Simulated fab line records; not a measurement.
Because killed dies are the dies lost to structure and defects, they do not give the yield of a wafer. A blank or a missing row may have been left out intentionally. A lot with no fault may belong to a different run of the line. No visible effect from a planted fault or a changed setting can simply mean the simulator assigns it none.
Matching of chambers    flow rit-cmos    rie-diel-01 running RIT_ACTIVE_ETCH_13: 4 sister chambers
The step etches Si3N4 in SF6, stops on SiO2, time 210 s, target depth 210 nm. 14 wafers are shown with their chamber, then 7 later ones without.

== WAFERS PAIRED WITH THEIR CHAMBERS ==
wafer   chamber  drypump-motor-current-A (A)  throttle-valve-pct (%)  oes-product-au (a.u.)
L399.1  0        6.0                          7.59                    0.808
L399.2  2        5.8                          7.68                    0.812
L399.4  1        5.8                          7.52                    0.838
L402.3  2        5.8                          7.68                    0.809
L402.4  3        6.4                          7.55                    0.822
L402.6  3        6.4                          7.54                    0.824
L404.2  2        5.8                          7.69                    0.818
L404.3  3        6.4                          7.55                    0.826
L404.6  3        6.3                          7.55                    0.827
L411.3  2        5.8                          7.68                    0.808
L411.4  0        6.0                          7.60                    0.807
L411.6  2        5.8                          7.68                    0.810
L412.3  2        5.8                          7.66                    0.806
L412.4  3        6.3                          7.54                    0.828

SIGNATURES (means of the wafers above)
reading                  chamber 0  chamber 1  chamber 2  chamber 3  scatter within a chamber
drypump-motor-current-A  6.000      5.800      5.800      6.360      0.0346
throttle-valve-pct       7.5950     7.5200     7.6783     7.5460     0.00808
oes-product-au           0.80750    0.83800    0.81050    0.82540    0.00333
Rule: for a wafer and a chamber, the distance is found by dividing, reading by reading, the gap between the wafer's reading and the chamber's mean by the reading's scatter, squaring, summing and taking the root. The wafer belongs to the nearest chamber; if the next one is less than 2 further off, it can't be placed. The scatter: the root of (the sum of the squares of (reading less its chamber's mean) over the shown wafers, divided by (wafers less chambers)).

== WAFERS WITH NO CHAMBER GIVEN ==
wafer   drypump-motor-current-A (A)  throttle-valve-pct (%)  oes-product-au (a.u.)
L412.5  6.0                          7.60                    0.811
L415.2  6.0                          7.61                    0.803
L415.4  6.4                          7.55                    0.823
L415.6  6.0                          7.60                    0.810
L418.1  6.4                          7.55                    0.814
L418.4  6.0                          7.57                    0.813
L418.6  5.8                          7.68                    0.805

== WHICH CHAMBER EACH WENT THROUGH ==
wafer   from the rows above  in truth
L412.5  0                    0
L415.2  0                    0
L415.4  3                    3
L415.6  0                    0
L418.1  3                    3
L418.4  0                    0
L418.6  2                    2
Placed correctly: 7 of 7. Not placeable from these rows: 0. Wrongly placed: 0.
